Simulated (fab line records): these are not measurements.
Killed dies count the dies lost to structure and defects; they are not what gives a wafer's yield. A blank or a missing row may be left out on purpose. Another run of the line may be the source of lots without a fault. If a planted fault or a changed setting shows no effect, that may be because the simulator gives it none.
Comparing a struck lot with a sound one + flow berkeleyCmos170 + 15 steps out of a route of 331
Sound: the wafers L484.1, L484.4, L484.6. The struck wafers were L491.4, L491.5, L491.6. The cause is named last.
Each step with rows lists, per side, the tool, then ch with its chambers, then its first start. Under that, the readings that differ: sound wafers + struck wafers + difference of the means + sigmas: that difference in standard deviations of wafers without a fault.
alike: readings with means less than 2 such deviations apart, plus words and numbers identical on both sides. not compared: withheld readings, readings lacking a value on some wafer, bounds such as >300 that could conceal the same value, and numbers that have no deviation in the record and whose values overlap.
A row with sigmas, a row that says differs or no value, or rows on one side alone: a step with any of these is where the two part. Numbers that have no deviation but don't overlap get no sigmas and don't part them. A reading that every wafer of one side lacks parts them only if that side has two wafers or more.

first, 3 steps without rows for these wafers: UCB170_PWELL_EXPOSE_10 (exposes mask PWELL, target cd 3000 nm); UCB170_PWELL_PEB_11; UCB170_PWELL_DEVELOP_12 (develop time 45 s).
UCB170_PWELL_OVL_MEAS_13:
  struck on overlay-02, day 6 10:30; sound on overlay-01, day 4 17:34
  alike: PWELL_OVL
UCB170_PWELL_ETCH_14: etches Si3N4 in CH3F/Ar/O2, stops on SiO2, target depth 242 nm, time 151 s.
  sound on rieDiel-03 ch 0,1,3, day 4 17:37; struck on rieDiel-01 ch 1,2, day 6 10:31
| reading             | sound             | struck            | difference | sigmas |
|---------------------|-------------------|-------------------|------------|--------|
| oesProductAu (a.u.) | 0.950 0.961 0.958 | 0.922 0.935 0.922 | -0.030     | -2     |
  alike: CH3F_flow_sccm, drypumpMotorCurrentA, throttleValvePct
  not compared: rfHoursCounterH
next, for these wafers, 1 step has no rows: UCB170_PWELL_IMPLANT_15.
UCB170_PWELL_STRIP_16: strips in O2.
  sound on plasmaAsher-03 ch 0,1, day 4 17:52; struck on plasmaAsher-02 ch 0,1, day 6 10:48
  alike: drypumpMotorCurrentA, o2FlowSccm, oesProductAu, stripTimeToEndpointS
  not compared: rfHoursCounterH
UCB170_PWELL_TW_MEAS_17:
  struck on filmMetro-04, day 6 10:53; sound on filmMetro-04, day 4 17:58
  alike: PWELL_TW
then, 4 steps without rows for these wafers: UCB170_PWELL_CLEAN_18 (cleans in SPM, time 600 s); UCB170_PWELL_WET_ETCH_19 (etches Si3N4 in H3PO4, time 14400 s); UCB170_PWELL_WET_ETCH_20 (etches SiO2 in BOE, time 22 s); UCB170_WELLDRIVE_CLEAN_00 (cleans in SPM, time 600 s).
UCB170_WELLDRIVE_OXIDATION_01: target thk 199 nm, ox time 9000 s.
  sound on furnace-04 ch 0, day 5 04:58; struck on furnace-04 ch 0, day 6 19:32
| reading                                         | sound                | struck               | difference | sigmas |
|-------------------------------------------------|----------------------|----------------------|------------|--------|
| spikeTcCentreC (C)                              | 1101.8 1102.2 1103.1 | 1106.4 1109.1 1109.1 | +5.8       | +5     |
| spikeTcSourceC (C)                              | 1124.0 1125.7 1123.4 | 1128.6 1129.6 1129.6 | +4.9       | +2     |
| tubeCenterTempC (C)                             | 1100 1099.9 1100     | 1105.9 1106.1 1106.1 | +6.1       | +66    |
| tube_center_temp_C_max                          | 1103.2 1102.8 1102.7 | 1107.9 1108.7 1108.5 | +5.5       | +12    |
| model.SiO2_of_WELLDRIVE_OXIDATION_01.thkNm (nm) | 202.7 207.4 201.3    | 210.8 210.6 211.7    | +7.2       |        |
  alike: zonePowerLoadPct, zonePowerSourcePct
UCB170_WELLDRIVE_THK_MEAS_02:
  struck on filmMetro-04, day 6 23:05; sound on filmMetro-04, day 5 08:28
| reading                  | sound       | struck      | difference | sigmas |
|--------------------------|-------------|-------------|------------|--------|
| WELLDRIVE_OXIDE_THK (nm) | 203 207 201 | 211 211 212 | +8         | +2     |
-- the record jumps here: 5 days lie between the struck wafers' starts before and after (it left off in module WELLDRIVE and takes up again in module M3, whose first step shown is number 331 of the route) --
UCB170_M3_PROBE_99:
  struck on prober-02, day 12 01:07; sound on prober-02, day 10 14:55
| reading                             | sound             | struck      | difference | sigmas |
|-------------------------------------|-------------------|-------------|------------|--------|
| model.etest.nwellPinched.rsOhmSq    | 1303 1288 1284    | 1253 1251   | -40        |        |
| model.etest.nwell.widthNm (nm)      | 2373 2377 2374    | 2339 2335   | -38        |        |
| model.etest.nwell.rsOhmSq           | 870.6 868.3 860.2 | 853.6 855   | -12.1      |        |
| model.etest.diodePplusNwell.bvV (V) | 10.73 10.82 10.7  | 10.85 11.01 | +0.18      |        |
| model.etest.diodePplusComb.cjFfUm2  | 1.106 1.109 1.114 | 1.086 1.088 | -0.023     |        |
  not compared: model.etest.diodePplusNwell.cjFfUm2

## WHERE THEY PART
At UCB170_PWELL_ETCH_14 first; at UCB170_WELLDRIVE_THK_MEAS_02 last (within this record only).

WHY: what the simulator had put in
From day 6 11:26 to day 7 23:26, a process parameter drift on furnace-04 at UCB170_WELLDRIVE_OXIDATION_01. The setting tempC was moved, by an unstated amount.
